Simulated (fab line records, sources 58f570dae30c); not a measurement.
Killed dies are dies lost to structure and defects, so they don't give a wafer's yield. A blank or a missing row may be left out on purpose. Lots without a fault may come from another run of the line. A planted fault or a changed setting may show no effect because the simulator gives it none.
One fault seen from 2 desks | flow berkeley_cmos170 | each desk has only its own numbers; what lay behind them comes last

THE TOOL OWNER'S DESK: pvd_sputter-04
The tool's own readings at UCB170_SILICIDE_SPUTTER_01 (material Ti, target thk 30 nm, time 25 s): means of the sampled wafers that have a number, for each lot that ran on this tool. A lot is out of limits, marked OUT, if its mean lies more than 4 standard deviations from the usual mean; the brackets give that distance.
Columns: A = throttle_valve_pct at UCB170_SILICIDE_SPUTTER_01, usual 29.7 %
lot  | first seen here | A
L679 | day 9 02:40     | 29.6
L687 | day 10 19:22    | 29.8
L689 | day 10 19:34    | 29.8
L686 | day 10 19:56    | 30.1
L695 | day 12 00:50    | 29.8
This desk's finding: nothing out of limits on any of the 5 lots.

THE METROLOGY DESK
What the gauges read, lot by lot, whatever tool the lot ran on: means of the sampled wafers that have a number. A lot is out of limits, marked OUT, if its mean lies more than 4 standard deviations from the usual mean; the brackets give that distance.
Columns: A = SILICIDE_TI_RS at UCB170_SILICIDE_RS_MEAS_02, usual 26.1 ohm/sq; B = SILICIDE_TI_THK at UCB170_SILICIDE_THK_MEAS_03, usual 30.5 nm
lot  | first seen here | A               | B
L678 | day 8 02:01     | 26.5            | 30.0
L677 | day 8 02:12     | 26.1            | 30.5
L681 | day 9 02:29     | 26.1            | 30.6
L679 | day 9 02:44     | 26.4            | 30.0
L680 | day 9 03:01     | 26.3            | 30.4
L683 | day 9 12:01     | 26.2            | 30.3
L684 | day 10 11:45    | 26.2            | 30.5
L687 | day 10 19:24    | 26.1            | 30.6
L689 | day 10 19:35    | 26.0            | 30.8
L688 | day 10 19:55    | 26.0            | 30.8
L686 | day 10 19:59    | 27.3            | 29.4
L690 | day 11 15:50    | 26.5            | 30.0
L695 | day 12 00:54    | 27.9 (+5.7) OUT | 29.0 (-4.5) OUT
L697 | day 12 16:18    | 25.9            | 30.9
This desk's finding: out of limits on L695; first on L695, day 12 00:54 (SILICIDE_TI_RS at UCB170_SILICIDE_RS_MEAS_02). In limits: L678, L677, L681, L679, L680, L683, L684, L687, L689, L688, L686, L690, L697.

PUT TOGETHER
The metrology desk could have raised an alarm at day 12 00:54, on L695.
The tool owner's desk saw nothing out of limits.
The tool owner's desk has L695 on record, within its limits.
Of the lots named, all ran UCB170_SILICIDE_SPUTTER_01 on pvd_sputter-04.

WHAT THE SIMULATOR HAD PUT IN
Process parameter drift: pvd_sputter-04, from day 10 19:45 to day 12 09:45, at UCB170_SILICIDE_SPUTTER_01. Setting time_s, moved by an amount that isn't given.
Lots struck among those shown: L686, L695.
Hours from the fault's start to each desk's first reading out of limits: the metrology desk, 29.
